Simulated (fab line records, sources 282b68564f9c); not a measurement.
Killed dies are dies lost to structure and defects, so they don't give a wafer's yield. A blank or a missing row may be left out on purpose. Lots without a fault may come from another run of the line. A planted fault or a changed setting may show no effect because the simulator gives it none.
fab line records | flow rit_cmos
record lots=14 wafers=42 last_day=7
route steps=202 shown ACTIVE@9
lots that met no fault: from a run of the same line without faults
start_h: hours from the record's first day to the start of the lot's first wafer shown | wait_h: hours since the lot's step before | " the same as in the row above | L1.1+2: a row that stands for several wafers | - no value, or no start given | * or withheld: withheld | < > ~ a bound
route shown NAME@n: a module of which the file shows steps, and the number in the route of the first | usual: mean/standard deviation of fault-free wafers | same: alike in all rows | chamber/n: place in a boat | sites: the reading at each site | _std_site: their standard deviation | _edge_site: outer sites' mean less inner sites' | radius_mm: how far each site lies from the wafer's centre | mask NAME#n: copy n | behind: the tool/chamber that last shaped the wafer | hold: why the lot was held/for how many hours/how that ended | device: the transistor (n, p or np) that didn't switch | end of line: the same wafers' tests at the end of the route | a step without rows: its recipe alone | killed: dies lost to structure and defects at the first sort, not the wafer's yield | map: a wafer's dies, x killed, . not, _ none there
set.NAME: the setting as run; set.NAME@STEP: as run at that earlier step | model.NAME: the simulator's own value behind a step, which no gauge read
steps of the route over a sample of lots; a table a step, a row a wafer
services: from which hour (start_h, from the record's first day; less than 0 if before it) a tool's chamber was out of use, for how many hours, and why
## steps
# step RIT_ACTIVE_EXPOSE_08
# recipe mask_id=M1 na=0.6 source_shape=conventional sigma_outer=0.6 target_cd_nm=1400 dose_mj=225
# usual exposure_dose_mJ_cm2=224.93/0.27 focus_offset_nm=0.1/0.54
# columns lot.wafer tool chamber start_h wait_h mask exposure_dose_mJ_cm2 focus_offset_nm
L679.4 iline_stepper-01 0 14.27 0.1 M1#0 225.08 0.4
L679.5 " 0 " " M1#0 225.48 0.3
L679.6 " 0 " " M1#0 225.40 0.3
L680.4 iline_stepper-01 0 19.24 0.1 M1#0 225.26 -0.1
L680.5 " 0 " " M1#0 225.41 -0.6
L680.6 " 0 " " M1#0 224.95 -0.3
L681.3 iline_stepper-02 0 24.29 0.2 M1#0 224.64 0.7
L681.5 " 0 " " M1#0 224.77 0.9
L681.6 " 0 " " M1#0 224.78 -0.3
L682.2 iline_stepper-01 0 29.18 0.2 M1#0 217.40 0.7
L682.4 " 0 " " M1#0 217.41 -0.1
L682.5 " 0 " " M1#0 217.51 -0.6
L683.1 iline_stepper-01 0 34.04 0.1 M1#0 218.83 0.2
L683.2 " 0 " " M1#0 219.13 0.3
L683.4 " 0 " " M1#0 218.75 0.5
L686.3 iline_stepper-01 0 50.92 0.2 M1#0 220.45 -0.5
L686.5 " 0 " " M1#0 220.65 -0.6
L686.6 " 0 " " M1#0 220.64 -0.9
L688.2 iline_stepper-01 0 60.27 0.4 M1#0 221.40 -0.6
L688.5 " 0 " " M1#0 221.39 0.5
L688.6 " 0 " " M1#0 221.50 0.2
L691.3 iline_stepper-02 0 77.34 0.1 M1#0 225.15 -0.4
L691.4 " 0 " " M1#0 224.68 0.1
L691.5 " 0 " " M1#0 224.69 -0.2
L692.2 iline_stepper-02 0 81.09 0.1 M1#0 224.77 -0.5
L692.3 " 0 " " M1#0 224.51 0.5
L692.6 " 0 " " M1#0 224.73 0.9
L694.1 iline_stepper-02 0 90.67 0.2 M1#0 225.09 0.1
L694.2 " 0 " " M1#0 225.00 0.9
L694.5 " 0 " " M1#0 225.26 0.9
L698.1 iline_stepper-02 0 110.00 0.2 M1#0 224.55 -0.1
L698.2 " 0 " " M1#0 224.84 0.3
L698.6 " 0 " " M1#0 224.68 0.8
L699.2 iline_stepper-02 0 114.89 0.1 M1#0 224.80 1.4
L699.4 " 0 " " M1#0 224.90 0.3
L699.5 " 0 " " M1#0 225.00 1.1
L701.1 iline_stepper-02 0 125.20 0.2 M1#0 224.76 0.5
L701.3 " 0 " " M1#0 224.76 0.1
L701.6 " 0 " " M1#0 224.96 -0.4
L702.2 iline_stepper-02 0 130.34 0.1 M1#0 224.83 1.0
L702.5 " 0 " " M1#0 224.47 0.3
L702.6 " 0 " " M1#0 224.76 -0.1
# step RIT_ACTIVE_CD_MEAS_11
# recipe target_cd_nm=1400
# usual cd_nm=1401.2/2.2
# columns lot.wafer tool chamber start_h wait_h cd_nm
L679.4 cd_sem-02 - 14.67 - 1397.4
L679.5 " - " " 1397.9
L679.6 " - " " 1399.0
L680.4 cd_sem-02 - 19.65 - 1400.7
L680.5 " - " " 1399.0
L680.6 " - " " 1399.3
L681.3 cd_sem-01 - 24.69 - 1404.2
L681.5 " - " " 1402.6
L681.6 " - " " 1404.5
L682.2 cd_sem-01 - 29.58 - 1410.7
L682.4 " - " " 1410.4
L682.5 " - " " 1409.8
L683.1 cd_sem-02 - 34.44 - 1408.4
L683.2 " - " " 1409.1
L683.4 " - " " 1407.3
L686.3 cd_sem-02 - 51.32 - 1407.3
L686.5 " - " " 1404.5
L686.6 " - " " 1409.0
L688.2 cd_sem-02 - 60.67 - 1406.8
L688.5 " - " " 1407.1
L688.6 " - " " 1404.1
L691.3 cd_sem-02 - 77.74 - 1404.8
L691.4 " - " " 1405.1
L691.5 " - " " 1404.4
L692.2 cd_sem-01 - 81.49 - 1402.3
L692.3 " - " " 1400.7
L692.6 " - " " 1401.2
L694.1 cd_sem-01 - 91.07 - 1404.7
L694.2 " - " " 1406.8
L694.5 " - " " 1404.6
L698.1 cd_sem-02 - 110.40 - 1402.7
L698.2 " - " " 1399.6
L698.6 " - " " 1403.0
L699.2 cd_sem-01 - 115.29 - 1402.8
L699.4 " - " " 1398.7
L699.5 " - " " 1400.6
L701.1 cd_sem-02 - 125.60 - 1403.3
L701.3 " - " " 1403.4
L701.6 " - " " 1403.9
L702.2 cd_sem-01 - 130.76 - 1402.4
L702.5 " - " " 1404.8
L702.6 " - " " 1403.3
## services
# columns tool chamber start_h hours kind
iline_stepper-02 - 31.40 1.7 pm
iline_stepper-02 - 35.11 0.9 repair
iline_stepper-01 0 35.88 - calibration
iline_stepper-02 0 64.84 - calibration
iline_stepper-01 - 86.13 1.8 repair
## key
first_sign step=RIT_ACTIVE_EXPOSE_08 reading=exposure_dose_mJ_cm2 direction=down sigmas=20 usual=224.93 struck=219.59
effect step=RIT_ACTIVE_CD_MEAS_11 reading=cd_nm direction=up sigmas=3.1 usual=1401.2 struck=1407.9 through=control_loop
met_at RIT_ACTIVE_EXPOSE_08
struck_lots L682,L683,L686,L688
tester_left_out L682,L683,L686,L688
loop_trim step=RIT_ACTIVE_EXPOSE_08 setting=dose lots=L683,L686,L688
onset_between 19.24 29.18
fault kind=process_parameter_drift tool=iline_stepper-01 chamber=- onset_h=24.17 steps=RIT_ACTIVE_EXPOSE_08 channel=dose_mj offset=-7.2658 shape=step acts_in=these_recipes_only stated=225
# tester_left_out: of these lots the tester's yield and bins aren't shown, on N5 and GAA mostly nor the transistor test; their killed dies are dies lost to structure and defects alone, not to doping, threshold or leakage, so they don't give the yield
# loop_trim: a control loop set the setting to another value than it would have without faults
